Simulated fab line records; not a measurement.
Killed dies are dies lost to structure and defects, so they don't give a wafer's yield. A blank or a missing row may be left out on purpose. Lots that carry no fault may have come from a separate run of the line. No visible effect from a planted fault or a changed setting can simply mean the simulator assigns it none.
Matching of chambers + flow rit cmos + RIT_GATE_ETCH_19 on rie si-01: 4 sister chambers
The step etches poly-Si in SF6/CHF3/O2, stops on SiO2, time 165 s, target depth 312.5 nm. 4 wafers are shown with their chamber, then 8 later ones without.

## WAFERS WITH THEIR CHAMBER
| wafer  | chamber | drypump motor current A (A) |
|--------|---------|-----------------------------|
| L362.5 | 3       | 5.0                         |
| L366.2 | 1       | 6.3                         |
| L366.6 | 0       | 5.9                         |
| L368.3 | 2       | 5.6                         |

## WAFERS WITHOUT THEIR CHAMBER
| wafer  | drypump motor current A (A) |
|--------|-----------------------------|
| L368.4 | 5.9                         |
| L368.6 | 5.0                         |
| L370.1 | 5.6                         |
| L370.5 | 5.6                         |
| L370.6 | 5.9                         |
| L372.1 | 5.9                         |
| L372.2 | 6.3                         |
| L372.6 | 6.0                         |

## CHAMBER TAKEN BY EACH
| wafer  | from the rows above | in truth |
|--------|---------------------|----------|
| L368.4 | 0                   | 0        |
| L368.6 | 3                   | 3        |
| L370.1 | 2                   | 2        |
| L370.5 | 2                   | 2        |
| L370.6 | 0                   | 0        |
| L372.1 | 0                   | 0        |
| L372.2 | 1                   | 1        |
| L372.6 | 0                   | 0        |
8 of 8 placed correctly. From these rows, 0 cannot be placed. Wrongly placed: 0.
How it was worked out, from the rows above alone: a wafer's distance from a chamber is the root of the sum, over the readings, of the square of ((its reading less the chamber's mean) divided by the reading's scatter). The wafer belongs to the nearest chamber; if the next one is less than 2 further off, it can't be placed. The mean given for a chamber averages the wafers shown for that chamber. The scatter: with one shown wafer a chamber, the root of the mean of the squares of how far each hidden wafer lies from its nearest shown one.
